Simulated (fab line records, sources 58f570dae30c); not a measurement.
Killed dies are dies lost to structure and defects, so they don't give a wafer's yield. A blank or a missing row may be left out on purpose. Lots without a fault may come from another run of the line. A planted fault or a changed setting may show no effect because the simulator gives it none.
Which tool did it? | flow berkeley_cmos170 | 14 lots, 42 wafers sampled, at 5 steps of a route of 331

WHAT THE GAUGES READ, wafer by wafer
UCB170_PWELL_THK_MEAS_03. Usual: PWELL_OXIDE_THK 26.0 nm, standard deviation 0.5.
lot  | measured    | on            | PWELL_OXIDE_THK (nm) | flag
L964 | day 2 16:05 | film_metro-03 | 25.4 25.7 25.7       |
L966 | day 3 09:41 | film_metro-03 | 25.4 25.4 25.5       |
L965 | day 3 09:44 | film_metro-03 | 25.7 25.8 25.3       |
L967 | day 3 09:49 | film_metro-03 | 25.6 25.8 25.9       |
L968 | day 3 16:50 | film_metro-04 | 25.4 25.9 25.5       |
L969 | day 4 07:00 | film_metro-04 | 25.8 26.0 26.4       |
L971 | day 4 13:05 | film_metro-04 | 25.8 25.7 26.2       |
L972 | day 4 20:08 | film_metro-03 | 26.3 26.3 26.3       |
L974 | day 5 02:58 | film_metro-03 | 25.1 25.5 25.4       |
L975 | day 5 14:22 | film_metro-03 | 26.0 26.5 26.2       |
L976 | day 5 14:22 | film_metro-04 | 26.8 26.5 26.5       |
L979 | day 6 06:53 | film_metro-04 | 26.7 26.6 26.2       |
L981 | day 6 16:50 | film_metro-04 | 26.8 26.2 26.8       |
L986 | day 7 18:22 | film_metro-04 | 26.2 26.3 26.4       |

UCB170_SDANNEAL_RS_MEAS_04: measures by four-point-probe. Usual: PLDD_RS 1031.9 ohm/sq, standard deviation 2.4.
lot  | measured     | on            | PLDD_RS (ohm/sq)     | flag
L964 | day 8 06:24  | film_metro-04 | 1031.9 1031.3 1029.9 |
L966 | day 8 19:24  | film_metro-04 | 1033.4 1034.5 1032.8 |
L965 | day 8 18:38  | film_metro-04 | 1030.8 1029.4 1031.1 |
L967 | day 8 20:16  | film_metro-02 | 1035.0 1033.2 1032.6 |
L968 | day 8 19:50  | film_metro-03 | 1034.8 1033.8 1034.1 |
L969 | day 9 09:09  | film_metro-03 | 1028.5 1029.7 1029.7 |
L971 | day 9 21:08  | film_metro-04 | 1031.3 1034.0 1030.6 |
L972 | day 9 21:11  | film_metro-03 | 1033.0 1033.1 1030.9 |
L974 | day 10 05:18 | film_metro-04 | 1031.9 1032.6 1034.5 |
L975 | day 10 15:31 | film_metro-03 | 1027.9 1026.9 1033.9 |
L976 | day 10 15:20 | film_metro-02 | 1032.5 1035.1 1030.8 |
L979 | day 11 03:41 | film_metro-02 | 1061.4 1061.3 1061.4 | OFF
L981 | day 11 09:47 | film_metro-04 | 1065.5 1064.5 1064.0 | OFF
L986 | day 12 16:47 | film_metro-03 | 1036.0 1031.7 1033.5 |

UCB170_M2_THK_MEAS_03: measures by xrf. Usual: M2_AL_THK 880 nm, standard deviation 13.
lot  | measured     | on            | M2_AL_THK (nm) | flag
L964 | day 8 17:18  | film_metro-01 | 867 886 881    |
L966 | day 9 13:02  | film_metro-04 | 875 868 868    |
L965 | day 9 11:40  | film_metro-03 | 863 872 879    |
L967 | day 9 13:17  | film_metro-03 | 872 876 876    |
L968 | day 9 12:49  | film_metro-01 | 908 877 895    |
L969 | day 9 22:18  | film_metro-01 | 882 881 888    |
L971 | day 10 09:39 | film_metro-04 | 863 868 864    |
L972 | day 10 13:05 | film_metro-04 | 886 886 885    |
L974 | day 10 22:19 | film_metro-03 | 858 848 876    |
L975 | day 11 04:07 | film_metro-01 | 898 892 896    |
L976 | day 11 02:53 | film_metro-03 | 892 886 880    |
L979 | day 11 18:37 | film_metro-03 | 878 894 885    |
L981 | day 11 21:10 | film_metro-01 | 877 865 866    |
L986 | day 13 06:27 | film_metro-04 | 877 899 895    |

WHICH TOOL RAN EACH LOT (tool, then ch and the chambers of the sampled wafers, then the start)
lot  | UCB170_GATE_STRIP_16                 | UCB170_PLDD_IMPLANT_08
L964 | plasma_asher-03 ch 0,1, day 7 12:33  | implanter-02 ch 0, day 7 14:38
L966 | plasma_asher-03 ch 0,1, day 8 03:09  | implanter-01 ch 0, day 8 05:43
L965 | plasma_asher-02 ch 0,1, day 8 03:04  | implanter-02 ch 0, day 8 05:26
L967 | plasma_asher-03 ch 0,1, day 8 03:34  | implanter-02 ch 0, day 8 06:02
L968 | plasma_asher-02 ch 0,1, day 8 03:21  | implanter-04 ch 0, day 8 05:36
L969 | plasma_asher-03 ch 0,1, day 8 15:35  | implanter-02 ch 0, day 8 17:18
L971 | plasma_asher-04 ch 0,1, day 9 03:59  | implanter-04 ch 0, day 9 06:26
L972 | plasma_asher-02 ch 0,1, day 9 04:14  | implanter-02 ch 0, day 9 06:38
L974 | plasma_asher-03 ch 0,1, day 9 12:01  | implanter-04 ch 0, day 9 13:51
L975 | plasma_asher-03 ch 0,1, day 9 19:41  | implanter-02 ch 0, day 9 21:54
L976 | plasma_asher-02 ch 0,1, day 9 19:50  | implanter-01 ch 0, day 9 21:56
L979 | plasma_asher-02 ch 0, day 10 09:37   | implanter-02 ch 0, day 10 12:12
L981 | plasma_asher-04 ch 0,1, day 10 17:16 | implanter-02 ch 0, day 10 19:04
L986 | plasma_asher-03 ch 0,1, day 11 23:35 | implanter-04 ch 0, day 12 03:14
- UCB170_GATE_STRIP_16: strips in O2.
- UCB170_PLDD_IMPLANT_08

WHAT THE TOOLS THEMSELVES READ (means of the sampled wafers that have a number; where no wafer has one, the mark that the record gives instead)
UCB170_GATE_STRIP_16. Usual: drypump_motor_current_A 6.2 A, standard deviation 0.33; oes_product_au 0.723 a.u., standard deviation 0.0049.
lot  | tool            | drypump_motor_current_A (A) | oes_product_au (a.u.) | flag
L964 | plasma_asher-03 | 6.0                         | 0.727                 |
L966 | plasma_asher-03 | 6.0                         | 0.724                 |
L965 | plasma_asher-02 | 6.5                         | 0.718                 |
L967 | plasma_asher-03 | 6.2                         | 0.720                 |
L968 | plasma_asher-02 | 6.5                         | 0.722                 |
L969 | plasma_asher-03 | 6.0                         | 0.724                 |
L971 | plasma_asher-04 | 5.8                         | 0.727                 |
L972 | plasma_asher-02 | 6.4                         | 0.721                 |
L974 | plasma_asher-03 | 6.2                         | 0.725                 |
L975 | plasma_asher-03 | 6.2                         | 0.727                 |
L976 | plasma_asher-02 | 6.5                         | 0.725                 |
L979 | plasma_asher-02 | 6.4                         | 0.728                 |
L981 | plasma_asher-04 | 5.9                         | 0.722                 |
L986 | plasma_asher-03 | 6.2                         | 0.725                 |

THE ANSWER, worked out from the rows above alone
Rule: a lot is off if the mean of its wafers that have a number lies more than 3 standard deviations from the usual mean. A lot without any number at a reading at which 4 lots or more have one is off too. The other lots that the step has rows for count as sound. The gauges are gone through in route order, then the tools' own readings, and for those a lot's mean is taken as printed above. The first step at which some lot is off is used, and at that step the reading that is off furthest; a lot without a number counts as furthest.
Off: L979, L981, at UCB170_SDANNEAL_RS_MEAS_04 (PLDD_RS).
A tool fits if, at a process step before that reading, it ran every lot that is off, and no sound lot after the first of them. The gauges at UCB170_SDANNEAL_RS_MEAS_04 are tried like those tools. One fits: implanter-02 at UCB170_PLDD_IMPLANT_08. Its last sound lot is L975 (day 9 21:54), its first lot that is off L979 (day 10 12:12): a fault that began between those two fits.

WHAT THE SIMULATOR HAD PUT IN
Process parameter drift: implanter-02, from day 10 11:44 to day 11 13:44, at UCB170_PLDD_IMPLANT_08. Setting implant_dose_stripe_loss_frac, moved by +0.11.
Lots struck among those shown: L979, L981. The rule above found the same.
